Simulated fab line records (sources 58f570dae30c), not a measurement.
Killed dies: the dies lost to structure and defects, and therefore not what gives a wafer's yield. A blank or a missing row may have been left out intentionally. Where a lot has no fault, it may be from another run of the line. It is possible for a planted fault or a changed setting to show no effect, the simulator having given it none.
fab line records    flow berkeley-cmos170
record lots=13  wafers=39  last-day=12
route steps=331 shown V2@306 M3@310
lots that met no fault: taken from a fault-free run of the same line
start-h: the number of hours between the record's first day and the start of the first shown wafer of the lot    wait-h: hours from the lot's prior step to this one    " unchanged from the row above    L1.1+2: a single row standing in for several wafers    - either no value or no given start    * or withheld: withheld    < > ~ a bound
route shown NAME@n: a module of which the file shows steps, and the number in the route of the first    usual: average and standard deviation across the fault-free wafers    same: alike in all rows    chamber/n: place in a boat    sites: per-site readings    _std_site: their standard deviation    _edge_site: outer sites' mean less inner sites'    radius-mm: for every site, how far away it sits from the centre of the wafer    mask NAME#n: copy n    behind: the tool/chamber that last shaped the wafer    hold: reason for holding the lot/hours on hold/outcome of the hold    device: the transistor (n, p or np) that didn't switch    end of line: at the end of the route, the tests of the same wafers    where a step has no rows: the recipe by itself    killed: at the first sort, the dies lost to defects and structure; wafer yield is something else    map: shows each die of a wafer: x if killed, . if not, _ if none is there
set.NAME: setting as actually run; set.NAME@STEP: the setting as run at that earlier step    model.NAME: the simulator's own value behind a step, which no gauge read
one table for each step of the route and one row for each wafer, over a sample of lots
services: a tool's chamber out of use, with start hour (start-h, from the record's first day; less than 0 if before it), hours out, and reason
## steps
# step UCB170_V2_ETCH_14
# recipe chemistry=CHF3/CF4/Ar  target=SiO2  stop-on=Al  CHF3_flow_sccm=45  cf4-flow-sccm=15  Ar_flow_sccm=150  pressure-mtorr=200  rf-w=700  target-depth-a=12500  over-etch-frac=0.25  time-s=291
# usual CHF3_flow_sccm=45.02/0.13  drypump-motor-current-A=5.6/0.48  oes-product-au=0.871/0.013  rf-fwd-power-W=698.0/2  throttle-valve-pct=6.97/0.077
lot.wafer  tool         chamber  start-h  wait-h  CHF3_flow_sccm  drypump-motor-current-A  oes-product-au  rf-fwd-power-W  rf-hours-counter-h  throttle-valve-pct
L513.1     rie-diel-03  1        178.90   0.0     44.93           4.7                      0.860           696.1           125                 7.08
L513.2     "            2        "        "       45.11           5.7                      0.863           697.1           114                 6.99
L513.4     "            0        "        "       45.26           5.5                      0.899           701.2           142                 6.92
L512.1     rie-diel-03  3        179.29   0.0     45.07           6.2                      0.867           699.7           19                  6.89
L512.2     "            1        "        "       44.97           4.7                      0.858           698.6           125                 7.05
L512.6     "            3        "        "       45.00           6.2                      0.869           699.4           -                   6.89
L516.1     rie-diel-02  1        190.75   0.0     45.04           6.0                      0.854           698.5           137                 6.79
L516.4     "            2        "        "       45.13           6.2                      0.866           698.6           62                  6.89
L516.5     "            1        "        "       44.82           6.0                      0.853           697.3           -                   6.80
L517.1     rie-diel-02  1        191.85   0.0     45.08           6.0                      0.855           698.1           137                 6.78
L517.4     "            3        "        "       44.92           5.5                      0.880           699.2           5                   7.06
L517.6     "            1        "        "       45.02           5.9                      0.860           695.2           -                   6.79
L520.1     rie-diel-01  3        208.19   0.0     45.11           5.4                      0.865           696.4           39                  6.90
L520.2     "            2        "        "       45.02           6.0                      0.862           698.6           79                  7.01
L520.3     "            0        "        "       44.96           6.2                      0.891           698.2           0                   6.91
L521.1     rie-diel-03  2        208.46   0.0     45.05           5.8                      0.863           700.6           116                 7.00
L521.2     "            0        "        "       45.00           5.5                      0.878           418.3           143                 6.93
L521.6     "            2        "        "       45.23           5.7                      0.869           700.9           -                   7.00
L525.1     rie-diel-01  0        239.01   0.0     44.99           6.2                      0.884           698.9           1                   6.92
L525.4     "            1        "        "       45.05           6.2                      0.902           700.4           38                  7.08
L525.6     "            1        "        "       45.12           6.2                      0.903           699.4           -                   7.06
L524.2     rie-diel-02  3        239.31   0.0     45.18           5.5                      0.871           696.9           7                   7.07
L524.4     "            2        "        "       44.99           6.1                      0.867           699.5           64                  6.87
L524.6     "            3        "        "       45.16           5.6                      0.882           697.1           -                   7.09
L529.2     rie-diel-02  3        260.39   0.0     45.18           5.5                      0.889           694.4           8                   7.08
L529.4     "            0        "        "       45.28           5.3                      0.873           700.4           -                   6.98
L529.6     "            3        "        "       45.02           5.5                      0.881           694.9           -                   7.08
L530.3     rie-diel-01  2        261.11   0.0     44.85           6.0                      0.852           696.3           82                  7.02
L530.4     "            0        "        "       45.01           6.2                      0.870           697.0           2                   6.92
L530.5     "            1        "        "       44.91           6.1                      0.901           697.9           -                   7.07
L528.3     rie-diel-02  3        261.16   0.0     44.90           5.6                      0.876           698.8           8                   7.06
L528.4     "            0        "        "       45.19           5.3                      0.880           695.6           -                   6.97
L528.5     "            3        "        "       44.83           5.6                      0.884           698.2           -                   7.07
L531.2     rie-diel-02  3        280.23   0.0     44.94           5.5                      0.871           697.4           9                   7.07
L531.3     "            1        "        "       44.97           6.0                      0.860           696.4           0                   6.80
L531.6     "            3        "        "       45.04           5.6                      0.868           697.8           -                   7.08
L534.2     rie-diel-01  1        291.92   0.0     45.00           6.1                      0.893           695.5           42                  7.07
L534.3     "            2        "        "       45.03           6.0                      0.849           696.9           84                  7.00
L534.5     "            0        "        "       44.98           6.2                      0.879           699.1           -                   6.93
# step UCB170_V2_STRIP_15
# recipe chemistry=O2  power-w=400  pressure-mtorr=3500  platen-temp-c=withheld  o2-flow-sccm=400  overash-fraction=0.5
# usual drypump-motor-current-A=5.7/0.57  oes-product-au=0.722/0.0048  strip-time-to-endpoint-s=15.35/0.095
lot.wafer  tool             chamber  start-h  wait-h  drypump-motor-current-A  oes-product-au  rf-hours-counter-h  strip-time-to-endpoint-s
L513.1     plasma-asher-04  1        179.08   0.1     5.8                      0.724           47                  15.52
L513.2     "                0        "        "       6.5                      0.719           47                  15.51
L513.4     "                1        "        "       5.9                      0.723           -                   15.43
L512.1     plasma-asher-04  1        179.47   0.1     5.9                      0.724           47                  15.43
L512.2     "                0        "        "       6.6                      0.725           47                  15.42
L512.6     "                1        "        "       5.9                      0.726           -                   15.33
L516.1     plasma-asher-04  0        190.93   0.1     6.5                      0.717           48                  15.34
L516.4     "                1        "        "       5.9                      0.731           -                   15.26
L516.5     "                1        "        "       5.9                      0.722           -                   15.39
L517.1     plasma-asher-01  1        192.03   0.1     5.1                      0.722           47                  15.27
L517.4     "                0        "        "       5.0                      0.723           -                   15.22
L517.6     "                1        "        "       5.1                      0.720           -                   15.36
L520.1     plasma-asher-04  0        208.37   0.1     6.6                      0.725           50                  15.40
L520.2     "                1        "        "       5.8                      0.717           50                  15.24
L520.3     "                1        "        "       5.8                      0.722           -                   15.51
L521.1     plasma-asher-03  0        208.64   0.1     6.0                      0.722           45                  15.43
L521.2     "                1        "        "       5.7                      0.721           45                  16.68
L521.6     "                0        "        "       6.0                      0.729           -                   15.34
L525.1     plasma-asher-04  0        239.19   0.1     6.6                      0.731           53                  15.42
L525.4     "                1        "        "       5.9                      0.726           -                   15.41
L525.6     "                0        "        "       6.6                      0.724           -                   15.44
L524.2     plasma-asher-01  0        239.49   0.1     5.0                      0.723           51                  15.37
L524.4     "                0        "        "       5.0                      0.721           -                   15.32
L524.6     "                0        "        "       5.0                      0.719           -                   15.27
L529.2     plasma-asher-04  0        260.57   0.1     6.6                      0.724           55                  15.24
L529.4     "                1        "        "       5.8                      0.720           -                   15.32
L529.6     "                1        "        "       5.8                      0.726           -                   15.27
L530.3     plasma-asher-03  0        261.33   0.1     6.1                      0.713           -                   15.31
L530.4     "                1        "        "       5.7                      0.724           -                   15.41
L530.5     "                1        "        "       5.7                      0.719           -                   15.39
L528.3     plasma-asher-04  0        261.37   0.1     6.5                      0.731           -                   15.38
L528.4     "                1        "        "       5.9                      0.730           -                   15.41
L528.5     "                1        "        "       5.9                      0.720           -                   15.39
L531.2     plasma-asher-01  0        280.41   0.1     5.0                      0.718           56                  15.29
L531.3     "                1        "        "       5.1                      0.723           -                   15.45
L531.6     "                0        "        "       5.0                      0.724           -                   15.27
L534.2     plasma-asher-03  0        292.10   0.1     6.1                      0.719           54                  15.34
L534.3     "                0        "        "       6.0                      0.716           -                   15.29
L534.5     "                0        "        "       6.1                      0.727           -                   15.49
# step UCB170_V2_CD_MEAS_90
# recipe target-cd-nm=700
# usual cd-nm=699.5/1.3
lot.wafer  tool       chamber  start-h  wait-h  hold                      cd-nm
L513.1     cd-sem-01  -        179.18   0.1     -                         697.1
L513.2     "          -        "        "       -                         697.7
L513.4     "          -        "        "       -                         698.3
L512.1     cd-sem-02  -        179.57   0.1     -                         700.4
L512.2     "          -        "        "       -                         702.1
L512.6     "          -        "        "       -                         701.9
L516.1     cd-sem-01  -        191.03   0.1     -                         700.2
L516.4     "          -        "        "       -                         698.6
L516.5     "          -        "        "       -                         699.6
L517.1     cd-sem-01  -        192.13   0.1     -                         698.6
L517.4     "          -        "        "       -                         699.1
L517.6     "          -        "        "       -                         699.1
L520.1     cd-sem-01  -        208.47   0.1     -                         702.3
L520.2     "          -        "        "       -                         700.9
L520.3     "          -        "        "       -                         700.5
L521.1     cd-sem-01  -        208.74   0.1     await-dispo/0.2h/release  697.9
L521.2     "          -        "        "       await-dispo/0.2h/release  693.3
L521.6     "          -        "        "       await-dispo/0.2h/release  698.2
L521.1     cd-sem-01  -        209.03   0.3     -                         697.4
L521.2     "          -        "        "       -                         693.5
L521.6     "          -        "        "       -                         698.5
L525.1     cd-sem-01  -        239.29   0.1     -                         700.6
L525.4     "          -        "        "       -                         700.0
L525.6     "          -        "        "       -                         699.3
L524.2     cd-sem-01  -        239.61   0.1     -                         698.9
L524.4     "          -        "        "       -                         700.6
L524.6     "          -        "        "       -                         698.5
L529.2     cd-sem-02  -        260.69   0.1     -                         698.3
L529.4     "          -        "        "       -                         699.1
L529.6     "          -        "        "       -                         699.0
L530.3     cd-sem-02  -        261.43   0.1     -                         698.7
L530.4     "          -        "        "       -                         699.7
L530.5     "          -        "        "       -                         699.3
L528.3     cd-sem-01  -        261.47   0.1     -                         701.7
L528.4     "          -        "        "       -                         701.0
L528.5     "          -        "        "       -                         701.4
L531.2     cd-sem-01  -        280.53   0.1     -                         700.7
L531.3     "          -        "        "       -                         702.0
L531.6     "          -        "        "       -                         699.8
L534.2     cd-sem-02  -        292.22   0.1     -                         699.0
L534.3     "          -        "        "       -                         698.7
L534.5     "          -        "        "       -                         697.8
# step UCB170_M3_SPUTTER_01
# recipe material=Al  target-thk-nm=900  time-s=120  power-w=6000  chamber-pressure-pa=0.5
# usual throttle-valve-pct=30.0/1.4
lot.wafer  tool            chamber  start-h  wait-h  throttle-valve-pct
L513.1     pvd-sputter-02  -        179.37   0.0     27.1
L513.2     "               -        "        "       29.3
L513.4     "               -        "        "       28.7
L512.1     pvd-sputter-03  -        179.76   0.0     31.8
L512.2     "               -        "        "       30.3
L512.6     "               -        "        "       32.0
L516.1     pvd-sputter-02  -        191.21   0.0     27.1
L516.4     "               -        "        "       30.2
L516.5     "               -        "        "       29.0
L517.1     pvd-sputter-02  -        192.31   0.0     28.9
L517.4     "               -        "        "       29.4
L517.6     "               -        "        "       27.1
L520.1     pvd-sputter-01  -        208.65   0.0     31.6
L520.2     "               -        "        "       31.9
L520.3     "               -        "        "       30.6
L521.1     pvd-sputter-02  -        212.69   0.0     29.0
L521.6     "               -        "        "       29.0
L525.1     pvd-sputter-01  -        239.47   0.0     31.0
L525.4     "               -        "        "       31.4
L525.6     "               -        "        "       31.4
L524.2     pvd-sputter-03  -        239.78   0.0     32.0
L524.4     "               -        "        "       30.6
L524.6     "               -        "        "       30.7
L529.2     pvd-sputter-01  -        260.85   0.0     31.7
L529.4     "               -        "        "       31.6
L529.6     "               -        "        "       30.7
L530.3     pvd-sputter-03  -        261.58   0.0     32.0
L530.4     "               -        "        "       30.2
L530.5     "               -        "        "       30.3
L528.3     pvd-sputter-01  -        261.62   0.0     31.4
L528.4     "               -        "        "       28.9
L528.5     "               -        "        "       28.9
L531.2     pvd-sputter-03  -        280.70   0.0     30.2
L531.3     "               -        "        "       31.9
L531.6     "               -        "        "       32.2
L534.2     pvd-sputter-02  -        292.39   0.0     29.4
L534.3     "               -        "        "       27.0
L534.5     "               -        "        "       29.1
# step UCB170_M3_THK_MEAS_03
# recipe thk-meas-gauge=xrf  reads=Al_of_M3_SPUTTER_01
# usual M3_AL_THK=907/9.9
lot.wafer  tool           chamber  start-h  wait-h  M3_AL_THK[nm]
L513.1     film-metro-04  -        179.57   0.1     895
L513.2     "              -        "        "       892
L513.4     "              -        "        "       891
L512.1     film-metro-01  -        179.96   0.1     898
L512.2     "              -        "        "       897
L512.6     "              -        "        "       890
L516.1     film-metro-04  -        191.42   0.1     915
L516.4     "              -        "        "       910
L516.5     "              -        "        "       919
L517.1     film-metro-03  -        192.52   0.1     889
L517.4     "              -        "        "       887
L517.6     "              -        "        "       891
L520.1     film-metro-03  -        208.86   0.1     904
L520.2     "              -        "        "       915
L520.3     "              -        "        "       903
L521.1     film-metro-04  -        212.90   0.1     904
L521.6     "              -        "        "       911
L525.1     film-metro-01  -        239.68   0.1     901
L525.4     "              -        "        "       891
L525.6     "              -        "        "       898
L524.2     film-metro-04  -        239.99   0.1     906
L524.4     "              -        "        "       913
L524.6     "              -        "        "       920
L529.2     film-metro-03  -        261.07   0.1     910
L529.4     "              -        "        "       905
L529.6     "              -        "        "       905
L530.3     film-metro-01  -        261.80   0.1     909
L530.4     "              -        "        "       915
L530.5     "              -        "        "       906
L528.3     film-metro-03  -        261.84   0.1     912
L528.4     "              -        "        "       916
L528.5     "              -        "        "       915
L531.2     film-metro-04  -        280.91   0.1     913
L531.3     "              -        "        "       910
L531.6     "              -        "        "       906
L534.2     film-metro-04  -        292.60   0.1     924
L534.3     "              -        "        "       923
L534.5     "              -        "        "       922
# step UCB170_M3_BOW_MEAS_20
# recipe mode=bow
# usual M3_BOW=36/6.6
lot.wafer  tool           chamber  start-h  wait-h  M3_BOW[um]
L513.1     film-metro-03  -        182.06   0.1     32
L513.2     "              -        "        "       31
L513.4     "              -        "        "       30
L512.1     film-metro-03  -        182.66   0.1     39
L512.2     "              -        "        "       40
L512.6     "              -        "        "       44
L516.1     film-metro-01  -        193.91   0.1     28
L516.4     "              -        "        "       38
L516.5     "              -        "        "       43
L517.1     film-metro-04  -        194.90   0.1     39
L517.4     "              -        "        "       32
L517.6     "              -        "        "       38
L520.1     film-metro-01  -        212.04   0.1     23
L520.2     "              -        "        "       27
L520.3     "              -        "        "       27
L521.1     film-metro-03  -        215.13   0.1     24
L521.6     "              -        "        "       39
L525.1     film-metro-03  -        242.54   0.1     25
L525.4     "              -        "        "       24
L525.6     "              -        "        "       34
L524.2     film-metro-01  -        243.15   0.1     28
L524.4     "              -        "        "       37
L524.6     "              -        "        "       40
L529.2     film-metro-03  -        264.46   0.1     37
L529.4     "              -        "        "       33
L529.6     "              -        "        "       31
L530.3     film-metro-01  -        266.19   0.1     41
L530.4     "              -        "        "       33
L530.5     "              -        "        "       38
L528.3     film-metro-01  -        266.49   0.1     40
L528.4     "              -        "        "       35
L528.5     "              -        "        "       30
L531.2     film-metro-03  -        283.29   0.1     41
L531.3     "              -        "        "       39
L531.6     "              -        "        "       39
L534.2     film-metro-03  -        295.76   0.1     30
L534.3     "              -        "        "       44
L534.5     "              -        "        "       40
## services
tool             chamber  start-h  hours  kind
plasma-asher-03  -        162.56   2.8    pm
rie-diel-01      0        171.49   -      clean
rie-diel-01      0        171.49   24.8   scheduled-down
rie-diel-01      0        171.49   24.8   vent-cycle
rie-diel-02      -        179.25   1.1    repair
rie-diel-01      1        181.77   15.1   repair
pvd-sputter-03   -        198.32   1.0    repair
pvd-sputter-02   3        204.91   -      consumable-replace:kit
pvd-sputter-02   3        204.91   18.0   scheduled-down
pvd-sputter-02   3        204.91   18.0   vent-cycle
rie-diel-02      1        207.25   9.3    repair
rie-diel-03      0        212.82   9.5    repair
rie-diel-03      3        220.51   4.3    repair
rie-diel-03      0        224.81   -      clean
rie-diel-03      0        224.81   18.0   scheduled-down
rie-diel-03      0        224.81   18.0   vent-cycle
rie-diel-02      1        245.64   -      clean
rie-diel-02      1        245.64   22.1   scheduled-down
rie-diel-02      1        245.64   22.1   vent-cycle
rie-diel-03      0        272.96   3.9    repair
pvd-sputter-01   -        280.08   12.8   repair
## key
first-sign step=UCB170_V2_ETCH_14  reading=rf-fwd-power-W  direction=down  sigmas=99+  usual=698.0  struck=418.3
effect step=UCB170_V2_STRIP_15  reading=strip-time-to-endpoint-s  direction=up  sigmas=14  usual=*  struck=*
effect step=UCB170_V2_CD_MEAS_90  reading=visit  direction=added
met-at UCB170_V2_ETCH_14
struck-lots L521
struck-wafers L521.2
later-rows-left-out L521.2
sort-left-out L521.2
not-acting-at UCB170_M3_SPUTTER_01,UCB170_M3_THK_MEAS_03,UCB170_M3_BOW_MEAS_20
onset-between 178.90 208.46
fault kind=process-parameter-drift  tool=rie-diel-03  chamber=0  onset-h=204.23  steps=UCB170_V2_ETCH_14  channel=rf-w  offset=-280  shape=step  end-h=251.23  acts-in=these-recipes-only  stated=700
# sort-left-out: the simulated sort isn't trusted on such a fault, so these wafers' sort isn't shown, and their yield isn't known
# later-rows-left-out: the simulator's readings of these wafers behind a module that went badly wrong aren't trusted and aren't shown, but for the sort
